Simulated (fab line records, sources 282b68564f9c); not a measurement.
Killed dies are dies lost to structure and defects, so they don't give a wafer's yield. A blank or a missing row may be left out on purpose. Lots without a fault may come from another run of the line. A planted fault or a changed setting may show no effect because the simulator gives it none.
fab line records | flow rit_cmos
record lots=7 wafers=21 last_day=7
route steps=202 shown NWELL@35 PWELL@39 WELLDRIVE@50 NRETRO@53 M1@202
lots that met no fault: from a run of the same line without faults
start_h: hours from the record's first day to the start of the lot's first wafer shown | wait_h: hours since the lot's step before | " the same as in the row above | L1.1+2: a row that stands for several wafers | - no value, or no start given | * or withheld: withheld | < > ~ a bound
route shown NAME@n: a module of which the file shows steps, and the number in the route of the first | usual: mean/standard deviation of fault-free wafers | same: alike in all rows | chamber/n: place in a boat | sites: the reading at each site | _std_site: their standard deviation | _edge_site: outer sites' mean less inner sites' | radius_mm: how far each site lies from the wafer's centre | mask NAME#n: copy n | behind: the tool/chamber that last shaped the wafer | hold: why the lot was held/for how many hours/how that ended | device: the transistor (n, p or np) that didn't switch | end of line: the same wafers' tests at the end of the route | a step without rows: its recipe alone | killed: dies lost to structure and defects at the first sort, not the wafer's yield | map: a wafer's dies, x killed, . not, _ none there
set.NAME: the setting as run; set.NAME@STEP: as run at that earlier step | model.NAME: the simulator's own value behind a step, which no gauge read
lots at some steps of the route; a table a step, a row a wafer
services: from which hour (start_h, from the record's first day; less than 0 if before it) a tool's chamber was out of use, for how many hours, and why
## steps
# step RIT_NWELL_HARDBAKE_07
# recipe resist=NOVOLAK temp_c=140 time_s=120
# step RIT_NWELL_IMPLANT_08
# recipe species=P energy_kev=171.3 dose_cm2=5e+13 tilt_deg=7
# step RIT_NWELL_STRIP_09
# recipe chemistry=O2 time_s=180 resist=NOVOLAK platen_temp_c=withheld power_w=500 pressure_mtorr=4000 o2_flow_sccm=4000
# usual drypump_motor_current_A=5.7/0.5
# columns lot.wafer tool chamber start_h wait_h drypump_motor_current_A rf_hours_counter_h
L677.2 plasma_asher-04 1 22.14 0.1 5.4 21
L677.3 " 1 " " 5.4 -
L677.6 " 1 " " 5.4 -
L683.1 plasma_asher-02 1 54.12 0.1 5.8 45
L683.4 " 1 " " 5.8 -
L683.6 " 0 " " 6.5 -
L685.2 plasma_asher-02 0 65.15 0.1 6.5 47
L685.3 " 1 " " 5.8 -
L685.6 " 1 " " 5.8 -
L687.2 plasma_asher-01 1 70.82 0.1 4.9 47
L687.4 " 1 " " 4.9 -
L687.6 " 0 " " 5.9 -
L690.1 plasma_asher-02 1 85.92 0.1 5.8 50
L690.3 " 0 " " 6.5 -
L690.6 " 1 " " 5.8 -
L694.1 plasma_asher-04 1 111.41 0.1 5.4 29
L694.5 " 0 " " 5.6 -
L694.6 " 1 " " 5.4 -
L695.1 plasma_asher-01 1 111.65 0.1 4.9 51
L695.2 " 0 " " 5.9 51
L695.6 " 0 " " 5.9 -
# step RIT_NWELL_TW_MEAS_10
# usual NWELL_TW=2142/9
# columns lot.wafer tool chamber start_h wait_h NWELL_TW
L677.2 film_metro-01 - 22.32 0.1 2158
L677.3 " - " " 2152
L677.6 " - " " 2162
L683.1 film_metro-01 - 54.30 0.1 2153
L683.4 " - " " 2145
L683.6 " - " " 2132
L685.2 film_metro-02 - 65.33 0.1 2151
L685.3 " - " " 2134
L685.6 " - " " 2136
L687.2 film_metro-02 - 71.01 0.1 2140
L687.4 " - " " 2149
L687.6 " - " " 2148
L690.1 film_metro-04 - 86.09 0.1 2141
L690.3 " - " " 2133
L690.6 " - " " 2148
L694.1 film_metro-04 - 111.59 0.1 2132
L694.5 " - " " 2145
L694.6 " - " " 2129
L695.1 film_metro-02 - 111.83 0.1 2142
L695.2 " - " " 2130
L695.6 " - " " 2135
# step RIT_PWELL_HMDS_00
# recipe prime_time_s=60 prime_temp_c=140
# step RIT_PWELL_COAT_01
# recipe resist=NOVOLAK spin_rpm=2000 resist_thk_nm=1300
# step RIT_PWELL_SOFTBAKE_02
# recipe resist=NOVOLAK temp_c=90 time_s=60
# step RIT_PWELL_EXPOSE_03
# recipe mask_id=M3 na=0.57 target_cd_nm=43700 dose_mj=250
# step RIT_PWELL_PEB_04
# recipe resist=NOVOLAK temp_c=withheld time_s=withheld
# step RIT_PWELL_DEVELOP_05
# recipe resist=NOVOLAK develop_time_s=68 dev_temp_c=23
# step RIT_PWELL_OVL_MEAS_06
# usual PWELL_OVL=0.7/1.3
# columns lot.wafer tool chamber start_h wait_h PWELL_OVL[nm]
L677.2 overlay-02 - 23.38 - 1.3
L677.3 " - " " -1.8
L677.6 " - " " -0.5
L683.1 overlay-01 - 55.46 - 2.3
L683.4 " - " " 3.7
L683.6 " - " " 0.6
L685.2 overlay-01 - 66.39 - 2.3
L685.3 " - " " 1.8
L685.6 " - " " 2.3
L687.2 overlay-02 - 71.94 - 0.4
L687.4 " - " " 1.5
L687.6 " - " " -0.2
L690.1 overlay-01 - 87.11 - 0.7
L690.3 " - " " 1.2
L690.6 " - " " 0.7
L694.1 overlay-01 - 112.65 - -0.1
L694.5 " - " " 1.6
L694.6 " - " " 3.1
L695.1 overlay-02 - 112.89 - 1.2
L695.2 " - " " 1.1
L695.6 " - " " 4.0
# step RIT_PWELL_HARDBAKE_07
# recipe resist=NOVOLAK temp_c=140 time_s=120
# step RIT_PWELL_IMPLANT_08
# recipe species=B energy_kev=170 dose_cm2=7e+13 tilt_deg=7
# columns lot.wafer tool chamber start_h wait_h
L677.2+3+6 implanter-03 0 23.69 0.2
L683.1+4+6 implanter-01 0 55.75 0.2
L685.2+3+6 implanter-03 0 66.70 0.2
L687.2+4+6 implanter-04 0 72.25 0.2
L690.1+3+6 implanter-04 0 87.39 0.2
L690.1+3+6 implanter-04 0 87.71 0.3
L694.1+5+6 implanter-01 0 112.94 0.2
L694.1+5+6 implanter-01 0 113.26 0.3
L695.1+2+6 implanter-04 0 113.18 0.2
L695.1+2+6 implanter-04 0 113.50 0.3
# step RIT_PWELL_STRIP_09
# recipe chemistry=O2 time_s=180 resist=NOVOLAK platen_temp_c=withheld power_w=500 pressure_mtorr=4000 o2_flow_sccm=4000
# usual drypump_motor_current_A=5.54/0.3
# columns lot.wafer tool chamber start_h wait_h drypump_motor_current_A rf_hours_counter_h
L677.2 plasma_asher-04 0 23.82 0.1 5.62 21
L677.3 " 0 " " 5.62 -
L677.6 " 0 " " 5.61 -
L683.1 plasma_asher-01 1 55.90 0.1 4.94 45
L683.4 " 0 " " 5.88 -
L683.6 " 1 " " 4.93 -
L685.2 plasma_asher-01 0 66.82 0.1 5.85 46
L685.3 " 1 " " 4.93 -
L685.6 " 1 " " 4.93 -
L687.2 plasma_asher-01 1 72.37 0.1 4.92 47
L687.4 " 0 " " 5.84 -
L687.6 " 0 " " 5.84 -
L690.1 plasma_asher-03 1 87.86 0.1 5.67 34
L690.3 " 0 " " 5.69 -
L690.6 " 1 " " 5.59 -
L694.1 plasma_asher-03 1 113.41 0.1 5.61 37
L694.5 " 1 " " 5.58 -
L694.6 " 0 " " 5.70 -
L695.1 plasma_asher-01 0 113.65 0.1 5.86 51
L695.2 " 1 " " 4.93 51
L695.6 " 1 " " 4.92 -
# step RIT_PWELL_TW_MEAS_10
# usual PWELL_TW=952/4.9
# columns lot.wafer tool chamber start_h wait_h PWELL_TW
L677.2 film_metro-01 - 24.00 0.1 955
L677.3 " - " " 952
L677.6 " - " " 954
L683.1 film_metro-01 - 56.07 0.1 956
L683.4 " - " " 953
L683.6 " - " " 953
L685.2 film_metro-04 - 67.01 0.1 942
L685.3 " - " " 946
L685.6 " - " " 946
L687.2 film_metro-04 - 72.56 0.1 944
L687.4 " - " " 946
L687.6 " - " " 949
L690.1 film_metro-01 - 88.03 0.1 1192
L690.3 " - " " 1191
L690.6 " - " " 1185
L694.1 film_metro-02 - 113.58 0.1 1186
L694.5 " - " " 1193
L694.6 " - " " 1187
L695.1 film_metro-01 - 113.82 0.1 1190
L695.2 " - " " 1191
L695.6 " - " " 1191
# step RIT_WELLDRIVE_ANNEAL_00
# recipe temp_c=1100 time_s=14700 ambient=N2
# step RIT_WELLDRIVE_RS_MEAS_01
# recipe thk_meas_gauge=four-point-probe
# usual NWELL_RS=275.1/0.73
# columns lot.wafer tool chamber start_h wait_h NWELL_RS[ohm/sq]
L677.2 film_metro-02 - 29.15 0.0 275.2
L677.3 " - " " 275.8
L677.6 " - " " 275.4
L683.1 film_metro-02 - 61.21 0.0 276.2
L683.4 " - " " 276.3
L683.6 " - " " 275.6
L685.2 film_metro-01 - 72.16 0.0 274.8
L685.3 " - " " 275.2
L685.6 " - " " 275.8
L687.2 film_metro-02 - 79.43 0.0 275.1
L687.4 " - " " 275.3
L687.6 " - " " 275.0
L690.1 film_metro-01 - 93.74 0.0 274.0
L690.3 " - " " 274.6
L690.6 " - " " 273.9
L694.1 film_metro-02 - 118.77 0.0 275.1
L694.5 " - " " 275.3
L694.6 " - " " 275.3
L695.1 film_metro-02 - 123.49 0.0 275.6
L695.2 " - " " 276.5
L695.6 " - " " 275.9
# step RIT_WELLDRIVE_RS_MEAS_02
# recipe thk_meas_gauge=four-point-probe
# usual PWELL_RS=429.1/1.1
# columns lot.wafer tool chamber start_h wait_h PWELL_RS[ohm/sq]
L677.2 film_metro-02 - 29.27 0.1 431.1
L677.3 " - " " 429.2
L677.6 " - " " 430.2
L683.1 film_metro-02 - 61.33 0.1 428.2
L683.4 " - " " 428.5
L683.6 " - " " 428.5
L685.2 film_metro-01 - 72.28 0.1 428.0
L685.3 " - " " 428.8
L685.6 " - " " 428.3
L687.2 film_metro-02 - 79.55 0.1 428.9
L687.4 " - " " 428.4
L687.6 " - " " 428.2
L690.1 film_metro-01 - 93.86 0.1 279.5
L690.3 " - " " 280.6
L690.6 " - " " 280.2
L694.1 film_metro-02 - 118.89 0.1 279.8
L694.5 " - " " 278.9
L694.6 " - " " 278.8
L695.1 film_metro-02 - 123.74 0.2 280.8
L695.2 " - " " 279.6
L695.6 " - " " 279.9
# step RIT_NRETRO_HMDS_00
# recipe prime_time_s=60 prime_temp_c=140
# step RIT_M1_PROBE_99
# usual killed_at_front_end=7/3 killed_dies=7/3 killed_open=3.2/2 killed_short=3.5/2.1
# same gross_dies=264 killed_at_M0_to_M3=0 killed_at_M4_up=0 killed_at_back_side=0 killed_at_contacts=0 killed_at_other=0
# columns lot.wafer tool chamber start_h wait_h killed_at_front_end killed_dies killed_open killed_short
L677.2 prober-02 - 57.61 0.1 3 3 1 2
L677.3 prober-02 - 57.66 0.2 9 9 7 2
L677.6 prober-02 - 57.81 0.2 8 8 0 8
L683.1 prober-02 - 94.37 0.1 1 1 1 0
L683.4 prober-02 - 94.52 0.2 8 8 4 4
L683.6 prober-02 - 94.62 0.2 13 13 7 6
L685.2 prober-02 - 102.30 0.1 6 6 2 4
L685.3 prober-02 - 102.35 0.2 5 5 3 2
L685.6 prober-02 - 102.50 0.2 7 7 2 5
L687.2 prober-02 - 110.54 0.1 10 10 4 6
L687.4 prober-02 - 110.64 0.2 10 10 7 3
L687.6 prober-02 - 110.74 0.2 9 9 4 5
L690.1 prober-01 - 126.13 0.1 6 6 1 5
L690.3 prober-01 - 126.23 0.2 9 9 8 1
L690.6 prober-01 - 126.38 0.2 9 9 4 5
L694.1 prober-01 - 152.86 0.1 4 4 2 2
L694.5 prober-01 - 153.06 0.2 11 11 2 9
L694.6 prober-01 - 153.11 0.2 4 4 1 3
L695.1 prober-02 - 156.46 0.1 4 4 2 2
L695.2 prober-02 - 156.51 0.1 8 8 3 5
L695.6 prober-02 - 156.71 0.2 5 5 1 4
# killed by level:class
L677.2 GATE:geometric_particle:short=1 SPACER:geometric_particle:short=1 SILICIDE:geometric_particle:open=1
L677.3 GATE:geometric_particle:open=4 FOX2:geometric_particle:short=1 FOX2:geometric_particle:open=1 GATE:geometric_particle:short=1 REOX:geometric_particle:open=1 SILICIDE:geometric_particle:open=1
L677.6 GATE:geometric_particle:short=3 FOX2:geometric_particle:short=2 REOX:geometric_particle:short=2 SILICIDE:geometric_particle:short=1
L683.1 SILICIDE:geometric_particle:open=1
L683.4 FOX1:geometric_particle:short=2 FOX1:geometric_particle:open=2 FOX2:geometric_particle:short=1 GATE:geometric_particle:open=1 GATE:geometric_particle:short=1 SILICIDE:geometric_particle:open=1
L683.6 FOX1:geometric_particle:open=3 FOX1:geometric_particle:short=3 GATE:geometric_particle:short=3 GATE:geometric_particle:open=2 REOX:geometric_particle:open=1 SPACER:geometric_particle:open=1
L685.2 SPACER:geometric_particle:short=2 FOX1:geometric_particle:open=1 GATE:geometric_particle:short=1 REOX:geometric_particle:open=1 REOX:geometric_particle:short=1
L685.3 SPACER:geometric_particle:open=2 ACTIVE:geometric_particle:short=1 FOX2:geometric_particle:open=1 SPACER:geometric_particle:short=1
L685.6 GATE:geometric_particle:short=3 FOX1:geometric_particle:open=1 FOX2:geometric_particle:open=1 REOX:geometric_particle:short=1 SPACER:geometric_particle:short=1
L687.2 GATE:geometric_particle:short=2 GATE:geometric_particle:open=2 REOX:geometric_particle:short=2 FOX1:geometric_particle:short=1 FOX1:geometric_particle:open=1 SILICIDE:geometric_particle:short=1 SILICIDE:geometric_particle:open=1
L687.4 GATE:geometric_particle:open=5 GATE:geometric_particle:short=2 FOX2:geometric_particle:short=1 REOX:geometric_particle:open=1 SILICIDE:geometric_particle:open=1
L687.6 SILICIDE:geometric_particle:open=2 FOX1:geometric_particle:short=1 FOX2:geometric_particle:short=1 GATE:geometric_particle:open=1 GATE:geometric_particle:short=1 REOX:geometric_particle:open=1 SPACER:geometric_particle:short=1 SILICIDE:geometric_particle:short=1
L690.1 GATE:geometric_particle:short=3 FOX1:geometric_particle:open=1 FOX2:geometric_particle:short=1 SILICIDE:geometric_particle:short=1
L690.3 FOX1:geometric_particle:open=3 SILICIDE:geometric_particle:open=3 GATE:geometric_particle:open=2 SILICIDE:geometric_particle:short=1
L690.6 SILICIDE:geometric_particle:open=3 GATE:geometric_particle:short=2 FOX1:geometric_particle:short=1 FOX2:geometric_particle:short=1 GATE:geometric_particle:open=1 REOX:geometric_particle:short=1
L694.1 FOX1:geometric_particle:open=2 FOX1:geometric_particle:short=1 SPACER:geometric_particle:short=1
L694.5 FOX1:geometric_particle:short=3 GATE:geometric_particle:short=3 SPACER:geometric_particle:open=2 SPACER:geometric_particle:short=1 REOX:geometric_particle:short=1 SILICIDE:geometric_particle:short=1
L694.6 FOX1:geometric_particle:short=1 FOX2:geometric_particle:open=1 REOX:geometric_particle:short=1 SPACER:geometric_particle:short=1
L695.1 SILICIDE:geometric_particle:short=2 FOX1:geometric_particle:open=1 SILICIDE:geometric_particle:open=1
L695.2 GATE:geometric_particle:short=3 SPACER:geometric_particle:short=2 SILICIDE:geometric_particle:open=2 SPACER:geometric_particle:open=1
L695.6 GATE:geometric_particle:short=2 FOX1:geometric_particle:short=1 GATE:geometric_particle:open=1 REOX:geometric_particle:short=1
## services
# columns tool chamber start_h hours kind
plasma_asher-04 - 28.62 1.2 repair
plasma_asher-01 - 29.62 2.8 pm
plasma_asher-04 - 53.58 5.2 repair
plasma_asher-03 - 56.99 10.5 repair
implanter-01 - 67.17 1.5 repair
plasma_asher-04 - 67.21 15.6 pm
implanter-01 - 70.49 13.5 repair
implanter-03 - 72.41 9.4 repair
plasma_asher-04 - 96.40 2.3 repair
implanter-04 - 103.32 1.2 repair
plasma_asher-02 - 108.75 9.0 pm
plasma_asher-02 0 108.75 9.0 vent_cycle
plasma_asher-02 1 108.75 9.0 vent_cycle
## key
first_sign step=RIT_PWELL_IMPLANT_08 reading=visit direction=added
effect step=RIT_PWELL_TW_MEAS_10 reading=PWELL_TW direction=up sigmas=48 usual=952 struck=1190
effect step=RIT_WELLDRIVE_RS_MEAS_02 reading=PWELL_RS direction=down sigmas=99+ usual=429.1 struck=279.8
met_at RIT_PWELL_IMPLANT_08
struck_wafers L690.1,L690.3,L690.6,L694.1,L694.5,L694.6,L695.1,L695.2,L695.6
tester_left_out L690,L694,L695
fault kind=repeated_step_whole tool=implanter-01,implanter-03,implanter-04 chamber=- onset_h=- steps=RIT_PWELL_IMPLANT_08 times=1 scope=struck_lots_only
# tester_left_out: of these lots the tester's yield and bins aren't shown, on N5 and GAA mostly nor the transistor test; their killed dies are dies lost to structure and defects alone, not to doping, threshold or leakage, so they don't give the yield
